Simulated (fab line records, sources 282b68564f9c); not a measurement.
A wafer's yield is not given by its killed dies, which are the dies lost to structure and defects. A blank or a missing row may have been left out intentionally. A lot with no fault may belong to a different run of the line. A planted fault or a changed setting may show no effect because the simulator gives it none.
Which tool did it? || flow ritCmos || Sampling: 6 lots, 18 wafers, 2 of 202 route steps

== WHAT EACH GAUGE READ, for each wafer ==
RIT_PWELL_OVL_MEAS_06.
{"lot": "L574", "measured": "day 2 10:05", "on": "overlay-01", "PWELL_OVL (nm)": "-1.4 0.1 -0.6"}
{"lot": "L577", "measured": "day 2 21:04", "on": "overlay-01", "PWELL_OVL (nm)": "2.2 0.7 0.8"}
{"lot": "L579", "measured": "day 3 10:31", "on": "overlay-02", "PWELL_OVL (nm)": "- - -"}
{"lot": "L589", "measured": "day 5 17:41", "on": "overlay-01", "PWELL_OVL (nm)": "-1.3 -1.1 0.2"}
{"lot": "L593", "measured": "day 6 13:42", "on": "overlay-02", "PWELL_OVL (nm)": "2.9 3.2 3.1"}
{"lot": "L595", "measured": "day 6 19:34", "on": "overlay-02", "PWELL_OVL (nm)": "2.4 0.9 1.7"}

== TOOL THAT RAN EACH LOT (tool first, then ch and the chambers of the sampled wafers, then the start) ==
{"lot": "L574", "RIT_PWELL_EXPOSE_03": "ilineStepper-02 ch 0, day 2 09:39"}
{"lot": "L577", "RIT_PWELL_EXPOSE_03": "ilineStepper-02 ch 0, day 2 20:39"}
{"lot": "L579", "RIT_PWELL_EXPOSE_03": "ilineStepper-02 ch 0, day 3 10:01"}
{"lot": "L589", "RIT_PWELL_EXPOSE_03": "ilineStepper-02 ch 0, day 5 17:15"}
{"lot": "L593", "RIT_PWELL_EXPOSE_03": "ilineStepper-02 ch 0, day 6 13:16"}
{"lot": "L595", "RIT_PWELL_EXPOSE_03": "ilineStepper-01 ch 0, day 6 19:08"}
- RIT_PWELL_EXPOSE_03: exposes mask M3, target cd 43700 nm.

== THE ANSWER, worked out from the rows above alone ==
Rule: what is usual is taken from the lots themselves. Put in order of their means at a reading, lots are off if they are a third of the lots or fewer, leave a main group of 4 or more, and stand apart from it by a gap of 3 or more times the standard deviation of the main group's means; of several such gaps the widest counts. The tables above print the reading to a certain number of digits; a main group whose means all agree to those digits is not used. A lot without any number at a reading at which 4 lots or more have one is off too. Any other lot the step has rows for is counted as sound.
Off: L579, seen at RIT_PWELL_OVL_MEAS_06 (PWELL_OVL). Without a number there: L579. Mean 0.9 nm and standard deviation 1.4 in the main group.
A tool fits if, at a process step before that reading, it ran every lot that is off, and no sound lot after the first of them. Those tools and the gauges at RIT_PWELL_OVL_MEAS_06 are tried in the same way. No candidate that was tried fits.

== WHAT THE SIMULATOR HAD INSERTED ==
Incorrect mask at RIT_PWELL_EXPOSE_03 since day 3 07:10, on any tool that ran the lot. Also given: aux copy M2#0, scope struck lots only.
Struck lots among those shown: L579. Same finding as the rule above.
